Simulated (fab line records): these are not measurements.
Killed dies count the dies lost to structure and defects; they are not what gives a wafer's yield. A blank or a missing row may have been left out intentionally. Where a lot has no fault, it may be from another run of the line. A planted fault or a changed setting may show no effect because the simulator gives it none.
The tool behind it: which one? + flow rit_cmos + 16 wafers from 6 lots sampled at 2 of the route's 202 steps

WHAT EACH GAUGE READ, for each wafer
RIT_CONTACT_THK_MEAS_01.
| lot  | measured    | on            | CONTACT_TEOS_THK (nm) |
|------|-------------|---------------|-----------------------|
| L681 | day 3 13:06 | film_metro-02 | 391 399 405           |
| L683 | day 3 22:54 | film_metro-02 | 400 404 404           |
| L685 | day 4 10:49 | film_metro-02 | 397 395 398           |
| L689 | day 5 04:41 | film_metro-04 | 563                   |
| L694 | day 6 09:00 | film_metro-02 | 392 392 401           |
| L699 | day 7 07:08 | film_metro-04 | 401 393 394           |

TOOL THAT RAN EACH LOT (tool first, then ch and the chambers of the sampled wafers, then the start)
| lot  | RIT_CONTACT_CVD_00             |
|------|--------------------------------|
| L681 | pecvd-03 ch 0,1,2, day 3 13:02 |
| L683 | pecvd-04 ch 0,2, day 3 22:51   |
| L685 | pecvd-04 ch 0,1, day 4 10:45   |
| L689 | pecvd-03 ch 0, day 5 04:37     |
| L694 | pecvd-04 ch 0,1,2, day 6 08:56 |
| L699 | pecvd-02 ch 0,1,2, day 7 07:05 |
- RIT_CONTACT_CVD_00: deposits SiO2 from TEOS, target thk 400 nm, time 61 s.

THE ANSWER, worked out from the rows above alone
Rule: the lots themselves supply what counts as usual. The widest of any qualifying gaps counts: lots, ordered by their means at a reading, are off when they make up no more than a third of the lots, leave a main group of 4 or more, and stand apart from it by 3 or more times the standard deviation of that group's means. Not used: any main group whose means are identical at the precision the tables above print for the reading. Also off: a lot with no number at a reading for which 4 or more lots have one. All remaining lots with rows at the step are treated as sound.
Off: at RIT_CONTACT_THK_MEAS_01 (CONTACT_TEOS_THK), L689. Main group: mean 398 nm, sd 2.7.
A tool fits if, at a process step before that reading, it ran every lot that is off, and no sound lot after the first of them. Those tools and the gauges at RIT_CONTACT_THK_MEAS_01 are tried in the same way. One candidate fits, namely pecvd-03 at RIT_CONTACT_CVD_00. Its last sound lot is L681 (day 3 13:02), its first lot that is off L689 (day 5 04:37): a fault that began between those two fits.

WHAT WAS PUT IN BY THE SIMULATOR
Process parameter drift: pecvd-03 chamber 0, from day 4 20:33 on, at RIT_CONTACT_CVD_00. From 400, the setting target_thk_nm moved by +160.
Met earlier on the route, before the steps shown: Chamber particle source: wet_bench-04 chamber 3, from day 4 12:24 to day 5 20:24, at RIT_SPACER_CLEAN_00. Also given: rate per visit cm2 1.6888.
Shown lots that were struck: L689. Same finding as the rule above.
